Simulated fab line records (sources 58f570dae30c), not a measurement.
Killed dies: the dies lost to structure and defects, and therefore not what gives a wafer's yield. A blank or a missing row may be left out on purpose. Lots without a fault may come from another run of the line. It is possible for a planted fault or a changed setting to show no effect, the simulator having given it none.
Problem report in the 8D (eight disciplines) form, filled by code    flow berkeleyCmos170    the parts of the form that need people (team, actions taken, sign-off) are left out

== 1. WHAT WENT WRONG ==
M3_AL_RS at UCB170_M3_RS_MEAS_02 reads a mean of 0.0170 ohm/sq on 1 wafer of 1 lot; wafers without a fault read 0.0321 ohm/sq with a standard deviation of 0.00038. That puts it -40 standard deviations away from the usual mean.
The step: measures by four-point-probe.
Earliest sighting: wafer L771.5 on filmMetro-02 at day 12 20:02. Wafers with a number at this step in the record: 39, from 13 lots. Rule for "out", or "out of limits": more than 4 standard deviations from the usual mean. Any other wafer with a number is counted as sound.

== 2. WHAT THIS IS AND IS NOT ==
question                     is                 is not
which readings at this step  M3_AL_RS           -
which lots                   L771               L751, L752, L754, L757, L758, L759, L760, L761, L763, L764, L770, L774
which wafers of those lots   L771.5             L771.2, L771.4
read on which gauges         filmMetro-02       filmMetro-01, filmMetro-04
when                         from day 12 20:02  up to then (35 sound wafers); but 3 sound wafers of L774 came after

== 3. SUSPECTS, AND WHAT RULES EACH OUT ==
Counting: if a tool at a process step up to the reading ran every lot that is out, it stays a suspect. Sound lots after the first of them don't rule it out here, since some wafers of a struck lot are sound.
- the gauge at UCB170_M3_RS_MEAS_02: ruled out. All the wafers that are out were read on filmMetro-02, but those of them that UCB170_M3_METAL_ETCH_18 has rows for are out there too, on other tools.
- plasmaAsher-02 at UCB170_V2_STRIP_15 (strips in O2): kept. L771, the lot that is out, went through it at day 12 19:38; up to then, the latest sound lot through it was L770 at day 12 18:52.
- pvdSputter-01 at UCB170_M3_SPUTTER_01 (material Al, target thk 900 nm, time 120 s): kept. L771, the lot that is out, went through it at day 12 19:55; up to then, the latest sound lot through it was L760 at day 11 14:17.
Remaining after the count are plasmaAsher-02 at UCB170_V2_STRIP_15 and pvdSputter-01 at UCB170_M3_SPUTTER_01.

== 4. THE CAUSE (what the simulator had put in) ==
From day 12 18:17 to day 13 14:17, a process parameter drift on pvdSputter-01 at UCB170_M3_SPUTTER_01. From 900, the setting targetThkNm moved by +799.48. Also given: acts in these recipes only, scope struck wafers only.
This tool is one of the 2 suspects left after counting.

== 5. SEQUENCE OF EFFECTS, ordered by route ==
Each row: a reading whose mean over the struck wafers that have a number lies more than 3 standard deviations from the usual. Only readings whose record carries a usual standard deviation are examined. hours: median over the lots of the time between each lot's start at the first step of this table that gives one and its start at this step. sigmas: the change, counted in usual standard deviations.
hours  step                     reading              usual          on struck wafers  change   sigmas
0      UCB170_M3_RS_MEAS_02     M3_AL_RS             0.0321 ohm/sq  0.0170            -0.0151  -40
0      UCB170_M3_THK_MEAS_03    M3_AL_THK            893 nm         1671              +778     +52
3      UCB170_M3_METAL_ETCH_18  oesProductAu         0.854 a.u.     1.021             +0.167   +12
4      UCB170_M3_PROBE_99       defectLimitedYield   98.7 %         0.0               -98.7    -99 or more
4      UCB170_M3_PROBE_99       killed_at_M0_to_M3   0.8            257.0             +256.2   +99 or more
4      UCB170_M3_PROBE_99       killedDies           3.4            264.0             +260.6   +99 or more
4      UCB170_M3_PROBE_99       killedOnRim          1.0            70.0              +69.0    +49
4      UCB170_M3_PROBE_99       sort_bin_5_function  0.8 %          99.2              +98.4    +99 or more
4      UCB170_M3_PROBE_99       sortNPass            260.6          0.0               -260.6   -99 or more
4      UCB170_M3_PROBE_99       sortYieldPct         98.7 %         0.0               -98.7    -99 or more
Its process steps:
- UCB170_M3_METAL_ETCH_18: etches Al in Cl2/BCl3, stops on SiO2, target depth 1170 nm, time 195 s.
- UCB170_M3_PROBE_99

== 6. WHAT WOULD HAVE CAUGHT IT SOONER ==
2 hours passed between the start of the fault at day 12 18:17 and the first reading out of limits at a measuring or inspecting step in this record, taken at day 12 20:02.
Tool readings at UCB170_M3_SPUTTER_01 with a usual standard deviation given in the record: none out on any struck wafer, hence no alarm at a limit of 4 standard deviations on them.
The start of UCB170_M3_SPUTTER_01 on pvdSputter-01 came by day 12 20:02 for every one of the lots that are out (1). Holding the tool at that point would not have protected any of them.
